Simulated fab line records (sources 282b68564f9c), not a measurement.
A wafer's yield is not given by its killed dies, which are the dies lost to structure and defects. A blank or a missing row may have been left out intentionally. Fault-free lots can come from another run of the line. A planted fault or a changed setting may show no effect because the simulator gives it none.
Struck lot and sound lot, side by side | flow rit_cmos | 34 steps out of a route of 202
Sound: these wafers, L725.3, L725.4, L725.5. The struck wafers were L742.1, L742.2, L742.5. At the end, the cause is stated.
Order at every step that has rows: each side's tool, ch and its chambers, its first start. Under that, the readings that differ: sound wafers | struck wafers | difference of the means | sigmas: that difference in standard deviations of wafers without a fault.
alike: same words and numbers on both sides, and readings whose means sit less than 2 such deviations apart. not compared: any withheld reading, any reading some wafer has no value for, any bound like >300 that may hide the same value, and any number with overlapping values for which the record gives no deviation.
Wherever a step has rows on one side only, a row that says differs or no value, or a row with sigmas, the two part there. Numbers that don't overlap but have no deviation are shown without sigmas and don't part them. Lack of a reading on every wafer of one side parts them only where that side has two or more wafers.

first, 2 steps without rows for these wafers: RIT_SPACER_CLEAN_02 (cleans in SC2, time 600 s); RIT_SPACER_CVD_03 (deposits Si3N4 from SiH2Cl2/NH3, target thk 250 nm, time 3300 s).
RIT_SPACER_THK_MEAS_04:
  sound: film_metro-02 at day 3 09:49; struck: film_metro-03 at day 6 19:08
  alike: SPACER_NITRIDE_THK
RIT_SPACER_ETCHBACK_05: etches Si3N4 in SF6/CHF3, stops on SiO2, target depth 250 nm, time 240 s.
  sound on rie_diel-01 ch 0,1,3, day 3 09:51; struck on rie_diel-01 ch 2,3, day 6 19:11
  alike: SF6_flow_sccm, drypump_motor_current_A, oes_product_au, throttle_valve_pct
  not compared: rf_hours_counter_h
then, 6 steps without rows for these wafers: RIT_NSD_HMDS_00 (prime time 60 s); RIT_NSD_COAT_01 (resist thk 1000 nm); RIT_NSD_SOFTBAKE_02 (time 60 s); RIT_NSD_EXPOSE_03 (exposes mask M9, target cd 40700 nm); RIT_NSD_PEB_04; RIT_NSD_DEVELOP_05 (develop time 50 s).
RIT_NSD_OVL_MEAS_06:
  sound: overlay-02 at day 3 11:05; struck: overlay-01 at day 6 20:11
  alike: NSD_OVL
then, 1 step without rows for these wafers: RIT_NSD_HARDBAKE_07 (time 60 s).
RIT_NSD_IMPLANT_08:
  sound on implanter-02 ch 0, day 3 11:18; struck on implanter-03 ch 0, day 6 20:23
RIT_NSD_STRIP_09: strips in O2, time 180 s.
  sound on plasma_asher-02 ch 0,1, day 3 11:28; struck on plasma_asher-04 ch 0,1, day 6 20:32
  alike: drypump_motor_current_A
  not compared: rf_hours_counter_h
RIT_NSD_TW_MEAS_10:
  sound: film_metro-01 at day 3 11:35; struck: film_metro-01 at day 6 20:42
  alike: NSD_TW
then, 6 steps without rows for these wafers: RIT_PSD_HMDS_00 (prime time 60 s); RIT_PSD_COAT_01 (resist thk 1000 nm); RIT_PSD_SOFTBAKE_02 (time 60 s); RIT_PSD_EXPOSE_03 (exposes mask M10, target cd 40900 nm); RIT_PSD_PEB_04; RIT_PSD_DEVELOP_05 (develop time 50 s).
RIT_PSD_OVL_MEAS_06:
  sound: overlay-01 at day 3 12:30; struck: overlay-01 at day 6 21:57
  alike: PSD_OVL
then, 2 steps without rows for these wafers: RIT_PSD_HARDBAKE_07 (time 60 s); RIT_PSD_IMPLANT_08.
RIT_PSD_STRIP_09: strips in O2, time 180 s.
  sound on plasma_asher-03 ch 0,1, day 3 12:53; struck on plasma_asher-03 ch 0,1, day 6 22:17
  alike: drypump_motor_current_A
  not compared: rf_hours_counter_h
RIT_PSD_TW_MEAS_10:
  sound: film_metro-04 at day 3 13:01; struck: film_metro-04 at day 6 22:28
  alike: PSD_TW
then, 3 steps without rows for these wafers: RIT_SDANNEAL_CLEAN_00 (cleans in SC1, time 600 s); RIT_SDANNEAL_CLEAN_01 (cleans in dHF, time 30 s); RIT_SDANNEAL_CLEAN_02 (cleans in SC2, time 600 s).
RIT_SDANNEAL_RTA_03: time 5 s.
  sound on rtp_anneal-01 ch 0, day 3 13:28; struck on rtp_anneal-02 ch 0, day 6 22:53
  alike: anneal_temp_c_max, wafer_temp_C_max
RIT_SDANNEAL_RS_MEAS_04: uses a four-point probe to measure.
  sound: film_metro-02 at day 3 13:32; struck: film_metro-04 at day 6 22:57
  alike: PSD_RS
RIT_SDANNEAL_RS_MEAS_05: uses a four-point probe to measure.
  sound: film_metro-02 at day 3 13:40; struck: film_metro-04 at day 6 23:04
  reading         | sound          | struck | difference                    | sigmas
  NSD_RS (ohm/sq) | 84.9 84.6 84.7 | - - -  | no value on the struck wafers |
RIT_SDANNEAL_RS_MEAS_06: uses a four-point probe to measure.
  sound: film_metro-02 at day 3 13:47; struck: film_metro-04 at day 6 23:11
  alike: PLDD_RS
RIT_M1_PROBE_99:
  record: rows for the struck wafers here (prober-01, day 7 06:11), none for the sound ones

== WHERE THEY PART ==
First at RIT_SDANNEAL_RS_MEAS_05; last, within this record, at RIT_M1_PROBE_99.

WHY: what had been put in by the simulator
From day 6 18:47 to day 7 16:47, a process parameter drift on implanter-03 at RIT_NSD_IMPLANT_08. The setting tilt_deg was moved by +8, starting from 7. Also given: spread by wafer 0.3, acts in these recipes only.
